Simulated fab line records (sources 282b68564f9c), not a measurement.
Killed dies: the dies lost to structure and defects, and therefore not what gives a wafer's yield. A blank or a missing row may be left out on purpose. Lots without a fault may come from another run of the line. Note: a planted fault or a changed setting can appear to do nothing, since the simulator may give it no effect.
Which of the tools did it?    flow rit_cmos    14 lots, 42 wafers sampled, at 5 steps of a route of 202

== WHAT THE GAUGES SHOWED, per wafer ==
RIT_FOX2_THK_MEAS_90. Usual: FIELD_OXIDE_LEFT_1_THK gives 324 nm (standard deviation 6.2).
lot   measured     on             FIELD_OXIDE_LEFT_1_THK (nm)  flag
L232  day 1 19:39  film_metro-04  326 329 326                  
L233  day 2 03:22  film_metro-02  324 315 329                  
L234  day 2 09:00  film_metro-04  330 330 334                  
L235  day 2 17:13  film_metro-02  325 331 331                  
L236  day 2 22:57  film_metro-04  317 319 309                  
L238  day 3 07:32  film_metro-03  330 325 331                  
L239  day 3 13:09  film_metro-04  326 329 326                  
L241  day 3 18:40  film_metro-02  320 327 330                  
L242  day 4 06:41  film_metro-04  325 323 324                  
L244  day 4 12:58  film_metro-02  318 317 319                  
L251  day 5 19:52  film_metro-04  332 336 332                  
L252  day 6 00:25  film_metro-03  325 331 330                  
L253  day 6 05:38  film_metro-04  325 323 327                  
L254  day 6 11:13  film_metro-04  323 318 323                  

RIT_NRETRO_TW_MEAS_10. Usual: NRETRO_TW gives 1049 (standard deviation 5.6).
lot   measured     on             NRETRO_TW                flag
L232  day 2 06:23  film_metro-01  1040 1034 1035           
L233  day 2 15:28  film_metro-02  1056 1055 1052           
L234  day 2 22:29  film_metro-03  1055 1053 1057           
L235  day 3 05:02  film_metro-03  1052 1044 1048           
L236  day 3 11:04  film_metro-02  1052 1055 1055           
L238  day 3 19:08  film_metro-03  1054 1052 1048           
L239  day 4 00:46  film_metro-02  1049 1056 1044           
L241  day 4 09:01  film_metro-01  897 896 898 892 894 899  OFF
L242  day 4 16:56  film_metro-03  1048 1050 1053           
L244  day 5 00:53  film_metro-02  904 906 907 903 901 903  OFF
L251  day 6 07:14  film_metro-01  1044 1041 1046           
L252  day 6 11:40  film_metro-01  1047 1047 1051           
L253  day 6 16:12  film_metro-03  1052 1051 1057           
L254  day 6 21:50  film_metro-03  1056 1049 1058           

RIT_FOX2_THK_MEAS_91. Usual: FIELD_OXIDE_LEFT_2_THK gives 256 nm (standard deviation 6.2).
lot   measured     on             FIELD_OXIDE_LEFT_2_THK (nm)  flag
L232  day 2 08:25  film_metro-04  257 261 257                  
L233  day 2 17:38  film_metro-04  255 247 261                  
L234  day 3 00:38  film_metro-02  261 262 266                  
L235  day 3 07:11  film_metro-03  256 263 262                  
L236  day 3 13:06  film_metro-03  249 250 241                  
L238  day 3 21:17  film_metro-04  263 258 264                  
L239  day 4 02:47  film_metro-03  258 262 258                  
L241  day 4 13:36  film_metro-04  252 259 262                  
L242  day 4 19:11  film_metro-04  257 254 256                  
L244  day 5 08:02  film_metro-03  250 248 251                  
L251  day 6 09:23  film_metro-03  264 267 264                  
L252  day 6 13:43  film_metro-02  257 263 263                  
L253  day 6 18:19  film_metro-02  257 255 258                  
L254  day 6 23:56  film_metro-02  255 250 256                  

== WHICH TOOL RAN EACH LOT (tool, then ch and the chambers of the sampled wafers, then the start) ==
lot   RIT_PWELL_STRIP_09                   RIT_NRETRO_IMPLANT_08
L232  plasma_asher-04 ch 0,1, day 1 22:50  implanter-03 ch 0, day 2 06:04
L233  plasma_asher-03 ch 0,1, day 2 06:35  implanter-04 ch 0, day 2 15:10
L234  plasma_asher-04 ch 0,1, day 2 12:03  implanter-03 ch 0, day 2 22:09
L235  plasma_asher-02 ch 0,1, day 2 20:27  implanter-04 ch 0, day 3 04:45
L236  plasma_asher-02 ch 0,1, day 3 02:07  implanter-04 ch 0, day 3 10:46
L238  plasma_asher-04 ch 0,1, day 3 10:34  implanter-03 ch 0, day 3 18:49
L239  plasma_asher-04 ch 0,1, day 3 16:14  implanter-03 ch 0, day 4 00:26
L241  plasma_asher-03 ch 0,1, day 3 21:52  implanter-03 ch 0, day 4 08:44
L242  plasma_asher-03 ch 0,1, day 4 09:53  implanter-01 ch 0, day 4 16:38
L244  plasma_asher-03 ch 0,1, day 4 16:08  implanter-03 ch 0, day 5 00:34
L251  plasma_asher-03 ch 0,1, day 5 23:22  implanter-04 ch 0, day 6 06:55
L252  plasma_asher-02 ch 0,1, day 6 03:31  implanter-01 ch 0, day 6 11:23
L253  plasma_asher-04 ch 0,1, day 6 08:53  implanter-01 ch 0, day 6 15:53
L254  plasma_asher-02 ch 0,1, day 6 14:26  implanter-01 ch 0, day 6 21:31
- RIT_PWELL_STRIP_09: strips in O2, time 180 s.
- RIT_NRETRO_IMPLANT_08

== WHAT THE TOOLS THEMSELVES READ (means of the sampled wafers that have a number; where no wafer has one, the mark that the record gives instead) ==
RIT_PWELL_STRIP_09. Usual: drypump_motor_current_A 5.66 A, standard deviation 0.27; rf_refl_power_W 6.1 W, standard deviation 1.1.
lot   tool             drypump_motor_current_A (A)  rf_refl_power_W (W)  flag
L232  plasma_asher-04  5.59                         5.0                  
L233  plasma_asher-03  5.52                         5.8                  
L234  plasma_asher-04  5.62                         5.0                  
L235  plasma_asher-02  5.84                         6.7                  
L236  plasma_asher-02  5.94                         7.5                  
L238  plasma_asher-04  5.41                         5.6                  
L239  plasma_asher-04  5.40                         5.7                  
L241  plasma_asher-03  5.62                         5.6                  
L242  plasma_asher-03  5.51                         5.7                  
L244  plasma_asher-03  5.49                         5.6                  
L251  plasma_asher-03  5.59                         5.6                  
L252  plasma_asher-02  5.94                         7.6                  
L253  plasma_asher-04  5.60                         5.1                  
L254  plasma_asher-02  5.93                         7.7                  

RIT_NRETRO_IMPLANT_08. Usual: dose_ions_cm2 1.0004e+13, standard deviation 1.1e+10; faraday_current_uA 31.7, standard deviation 0.6.
lot   tool          dose_ions_cm2  faraday_current_uA  flag
L232  implanter-03  1.0006e+13     32.1                
L233  implanter-04  1.0010e+13     32.0                
L234  implanter-03  9.9960e+12     31.2                
L235  implanter-04  1.0001e+13     32.3                
L236  implanter-04  1.0005e+13     31.7                
L238  implanter-03  1.0004e+13     31.3                
L239  implanter-03  1.0016e+13     31.8                
L241  implanter-03  6.1937e+12     19.5                OFF
L242  implanter-01  9.9973e+12     32.1                
L244  implanter-03  6.1823e+12     19.4                OFF
L251  implanter-04  1.0002e+13     31.8                
L252  implanter-01  1.0012e+13     31.6                
L253  implanter-01  1.0011e+13     31.3                
L254  implanter-01  9.9927e+12     32.1                

== THE ANSWER, worked out from the rows above alone ==
Rule: take the mean of a lot's wafers that have a number; if it is more than 3 standard deviations from the usual mean, the lot is off. Also off: a lot with no number at a reading for which 4 or more lots have one. Where the step has rows for the other lots, those lots are counted as sound. The gauges are gone through in route order, then the tools' own readings, and for those a lot's mean is taken as printed above. The first step at which some lot is off is used, and at that step the reading that is off furthest; a lot without a number counts as furthest.
Off: at RIT_NRETRO_TW_MEAS_10 (NRETRO_TW), L241, L244.
If a tool, at a process step before that reading, ran all the lots that are off and no sound lot after the first of them, it fits. Not tried: the gauges at RIT_NRETRO_TW_MEAS_10; whatever is off there is also off at RIT_NRETRO_IMPLANT_08, on other tools, and gauge error can't account for it. One fits: RIT_NRETRO_IMPLANT_08 on implanter-03. A fault onset in the window from L239 (day 4 00:26, its last sound lot) to L241 (day 4 08:44, its first lot off) fits.
The tool's own readings at RIT_NRETRO_IMPLANT_08 bear it out: on the lots that are off they differ by more than 5 times the standard deviation of the sound lots' means. dose_ions_cm2 reads 6.1880e+12 there against 1.0004e+13 on the sound lots; faraday_current_uA reads 19.4 there against 31.8 on the sound lots.

== WHAT THE SIMULATOR HAD INSERTED ==
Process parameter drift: implanter-03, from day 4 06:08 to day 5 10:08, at RIT_NRETRO_IMPLANT_08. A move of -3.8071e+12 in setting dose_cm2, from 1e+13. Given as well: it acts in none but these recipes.
Struck lots among those shown: L241, L244. The same result came from the rule above.
